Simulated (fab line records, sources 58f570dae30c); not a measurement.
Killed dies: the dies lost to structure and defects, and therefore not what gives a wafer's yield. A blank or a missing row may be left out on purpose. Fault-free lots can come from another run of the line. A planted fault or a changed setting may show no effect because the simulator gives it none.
The tool behind it: which one? -- flow berkeley_cmos170 -- 7 lots with 21 wafers sampled at 2 steps, on a route of 331 steps

WHAT THE GAUGES READ, wafer by wafer
UCB170_PVT_TW_MEAS_09.
lot,measured,on,PVT_TW
L465,day 7 15:05,film_metro-04,511.5 508.1 509.1
L470,day 8 15:45,film_metro-02,505.2 503.6 504.7
L467,day 8 16:31,film_metro-03,507.9 503.5 507.5
L471,day 9 10:14,film_metro-04,505.9 504.3 502.4
L475,day 10 01:14,film_metro-02,504.1 509.4 507.1
L479,day 10 20:06,film_metro-02,506.6 508.6 506.9
L485,day 12 00:46,film_metro-03,478.1 475.3 474.7

TOOL THAT RAN EACH LOT (tool first, then ch and the chambers of the sampled wafers, then the start)
lot,UCB170_PVT_IMPLANT_07
L465,"implanter-01 ch 0, day 7 14:51"
L470,"implanter-01 ch 0, day 8 15:30"
L467,"implanter-01 ch 0, day 8 16:17"
L471,"implanter-01 ch 0, day 9 09:59"
L475,"implanter-01 ch 0, day 10 01:01"
L479,"implanter-01 ch 0, day 10 19:51"
L485,"implanter-04 ch 0, day 12 00:31"
- UCB170_PVT_IMPLANT_07

THE ANSWER, worked out from the rows above alone
Rule: usual is defined by the lots themselves. Put in order of their means at a reading, lots are off if they are a third of the lots or fewer, leave a main group of 4 or more, and stand apart from it by a gap of 3 or more times the standard deviation of the main group's means; of several such gaps the widest counts. Not used: any main group whose means are identical at the precision the tables above print for the reading. A lot without any number at a reading at which 4 lots or more have one is off too. All remaining lots with rows at the step are treated as sound.
Off: at UCB170_PVT_TW_MEAS_09 (PVT_TW), L485. Mean 506.5 and standard deviation 1.8 in the main group.
A tool fits if, at a process step before that reading, it ran every lot that is off, and no sound lot after the first of them. The gauges at UCB170_PVT_TW_MEAS_09 are tried like those tools. 2 tools fit, implanter-04 at UCB170_PVT_IMPLANT_07 and film_metro-03 at UCB170_PVT_TW_MEAS_09, so this cannot tell which one it is.

WHAT THE SIMULATOR HAD PUT IN
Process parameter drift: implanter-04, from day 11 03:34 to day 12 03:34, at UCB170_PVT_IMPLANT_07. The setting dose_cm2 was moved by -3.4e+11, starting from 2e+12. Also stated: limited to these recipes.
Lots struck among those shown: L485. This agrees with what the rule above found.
